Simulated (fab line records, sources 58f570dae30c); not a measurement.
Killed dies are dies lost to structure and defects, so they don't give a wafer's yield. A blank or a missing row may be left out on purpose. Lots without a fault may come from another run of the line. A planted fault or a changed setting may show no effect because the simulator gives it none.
Which tool did it? | flow berkeley_cmos170 | 14 lots, 42 wafers sampled, at 4 steps of a route of 331

WHAT THE GAUGES READ, wafer by wafer
UCB170_ACTIVE_THK_MEAS_06. Usual: ACTIVE_NITRIDE_THK 219.3 nm, standard deviation 2.1.
lot  | measured    | on            | ACTIVE_NITRIDE_THK (nm) | flag
L230 | day 4 17:32 | film_metro-02 | 218.3 218.2 219.1       |
L231 | day 4 17:32 | film_metro-04 | 217.8 217.4 219.3       |
L232 | day 4 17:37 | film_metro-02 | 216.5 213.7 215.9       |
L234 | day 5 00:37 | film_metro-04 | 219.3 220.8 219.6       |
L235 | day 5 08:06 | film_metro-02 | 219.0 218.7 221.4       |
L237 | day 5 21:59 | film_metro-04 | 220.2 219.8 218.0       |
L241 | day 6 18:37 | film_metro-02 | 220.2 220.2 219.0       |
L244 | day 7 01:03 | film_metro-01 | 222.8 222.9 222.4       |
L246 | day 7 08:38 | film_metro-02 | 219.6 218.5 219.6       |
L248 | day 7 14:38 | film_metro-02 | 220.4 219.8 218.5       |
L250 | day 8 07:37 | film_metro-01 | 218.1 219.7 218.4       |
L251 | day 8 07:39 | film_metro-04 | 221.0 220.7 219.6       |
L252 | day 8 17:11 | film_metro-04 | 215.8 217.0 214.7       |
L253 | day 9 03:15 | film_metro-04 | 218.9 219.5 219.4       |

UCB170_PLDD_CD_MEAS_06: target cd 1200 nm. Usual: cd_nm 1200.1 nm, standard deviation 1.2.
lot  | measured     | on        | cd_nm (nm)           | flag
L230 | day 6 13:17  | cd_sem-02 | 1196.4 1197.4 1197.1 |
L231 | day 6 08:59  | cd_sem-02 | 1201.1 1201.3 1200.0 |
L232 | day 6 13:56  | cd_sem-01 | 1199.4 1201.5 1200.1 |
L234 | day 7 01:26  | cd_sem-02 | 1199.6 1198.4 1198.0 |
L235 | day 7 12:58  | cd_sem-02 | 1198.7 1199.3 1199.9 |
L237 | day 7 15:59  | cd_sem-01 | 1203.1 1201.8 1200.9 |
L241 | day 8 21:08  | cd_sem-01 | 1200.2 1200.4 1200.4 |
L244 | day 9 08:05  | cd_sem-02 | 1199.0 1199.4 1200.8 |
L250 | day 10 11:57 | cd_sem-02 | 1200.6 1199.3 1201.9 |
L251 | day 10 11:43 | cd_sem-02 | 1199.3 1201.2 1198.9 |
L252 | day 10 19:52 | cd_sem-01 | 1200.4 1197.8 1199.7 |
L253 | day 11 02:10 | cd_sem-01 | 1201.1 1201.4 1201.8 |

WHICH TOOL RAN EACH LOT (tool, then ch and the chambers of the sampled wafers, then the start)
lot  | UCB170_GATE_DEVELOP_11            | UCB170_GATE_STRIP_16
L230 | litho_track-01 ch 0, day 6 11:00  | plasma_asher-02 ch 1, day 6 12:02
L231 | litho_track-03 ch 0, day 6 07:00  | plasma_asher-02 ch 0,1, day 6 07:45
L232 | litho_track-02 ch 0, day 6 12:00  | plasma_asher-02 ch 0,1, day 6 12:32
L234 | litho_track-02 ch 0, day 6 23:00  | plasma_asher-02 ch 0,1, day 6 23:39
L235 | litho_track-01 ch 0, day 7 09:00  | plasma_asher-04 ch 0,1, day 7 10:18
L237 | litho_track-02 ch 0, day 7 13:00  | plasma_asher-02 ch 0,1, day 7 14:19
L241 | litho_track-03 ch 0, day 8 19:00  | plasma_asher-02 ch 0,1, day 8 19:44
L244 | litho_track-03 ch 0, day 9 06:00  | plasma_asher-03 ch 0,1, day 9 06:35
L246 | litho_track-02, day 9 06:00       | plasma_asher-03 ch 0,1, day 9 07:09
L248 | litho_track-01, day 9 13:00       | plasma_asher-04 ch 0,1, day 9 13:52
L250 | litho_track-02 ch 0, day 10 09:00 | plasma_asher-04 ch 0,1, day 10 10:08
L251 | litho_track-03 ch 0, day 10 09:00 | plasma_asher-04 ch 0,1, day 10 09:54
L252 | litho_track-01 ch 0, day 10 18:00 | plasma_asher-03 ch 0,1, day 10 18:35
L253 | litho_track-01 ch 0, day 11 00:00 | plasma_asher-03 ch 0,1, day 11 00:25
- UCB170_GATE_DEVELOP_11: develop time 45 s.
- UCB170_GATE_STRIP_16: strips in O2.

WHAT THE TOOLS THEMSELVES READ (means of the sampled wafers that have a number; where no wafer has one, the mark that the record gives instead)
UCB170_GATE_DEVELOP_11. Usual: chill_plate_temp_C 22.98 C, standard deviation 0.097; resist_line_temp_C 22.99 C, standard deviation 0.11.
lot  | tool           | chill_plate_temp_C (C) | resist_line_temp_C (C) | flag
L230 | litho_track-01 | 22.94                  | 23.03                  |
L231 | litho_track-03 | 23.09                  | 22.99                  |
L232 | litho_track-02 | 23.01                  | 22.88                  |
L234 | litho_track-02 | 22.92                  | 23.05                  |
L235 | litho_track-01 | 23.00                  | 22.95                  |
L237 | litho_track-02 | 22.91                  | 23.08                  |
L241 | litho_track-03 | 22.99                  | 22.95                  |
L244 | litho_track-03 | 23.00                  | 23.01                  |
L246 | litho_track-02 | -                      | -                      | OFF
L248 | litho_track-01 | -                      | -                      | OFF
L250 | litho_track-02 | 23.06                  | 22.95                  |
L251 | litho_track-03 | 22.96                  | 22.98                  |
L252 | litho_track-01 | 23.04                  | 23.07                  |
L253 | litho_track-01 | 22.81                  | 23.16                  |

UCB170_GATE_STRIP_16. Usual: drypump_motor_current_A 5.5 A, standard deviation 0.38; oes_product_au 0.724 a.u., standard deviation 0.0047.
lot  | tool            | drypump_motor_current_A (A) | oes_product_au (a.u.) | flag
L230 | plasma_asher-02 | 5.6                         | 0.717                 |
L231 | plasma_asher-02 | 5.6                         | 0.722                 |
L232 | plasma_asher-02 | 5.6                         | 0.725                 |
L234 | plasma_asher-02 | 5.7                         | 0.720                 |
L235 | plasma_asher-04 | 5.5                         | 0.725                 |
L237 | plasma_asher-02 | 5.6                         | 0.726                 |
L241 | plasma_asher-02 | 5.7                         | 0.724                 |
L244 | plasma_asher-03 | 5.2                         | 0.726                 |
L246 | plasma_asher-03 | 5.1                         | 0.720                 |
L248 | plasma_asher-04 | 5.5                         | 0.727                 |
L250 | plasma_asher-04 | 5.2                         | 0.725                 |
L251 | plasma_asher-04 | 5.2                         | 0.723                 |
L252 | plasma_asher-03 | 5.4                         | 0.723                 |
L253 | plasma_asher-03 | 5.4                         | 0.722                 |

THE ANSWER, worked out from the rows above alone
Rule: a lot is off if the mean of its wafers that have a number lies more than 3 standard deviations from the usual mean. A lot without any number at a reading at which 4 lots or more have one is off too. The other lots that the step has rows for count as sound. The gauges are gone through in route order, then the tools' own readings, and for those a lot's mean is taken as printed above. The first step at which some lot is off is used, and at that step the reading that is off furthest; a lot without a number counts as furthest.
Off: L246, L248, at UCB170_GATE_DEVELOP_11 (chill_plate_temp_C). Without a number there: L246, L248.
A tool fits if, at that step or a process step before it, it ran every lot that is off, and no sound lot after the first of them. None of those tried fits.

WHAT THE SIMULATOR HAD PUT IN
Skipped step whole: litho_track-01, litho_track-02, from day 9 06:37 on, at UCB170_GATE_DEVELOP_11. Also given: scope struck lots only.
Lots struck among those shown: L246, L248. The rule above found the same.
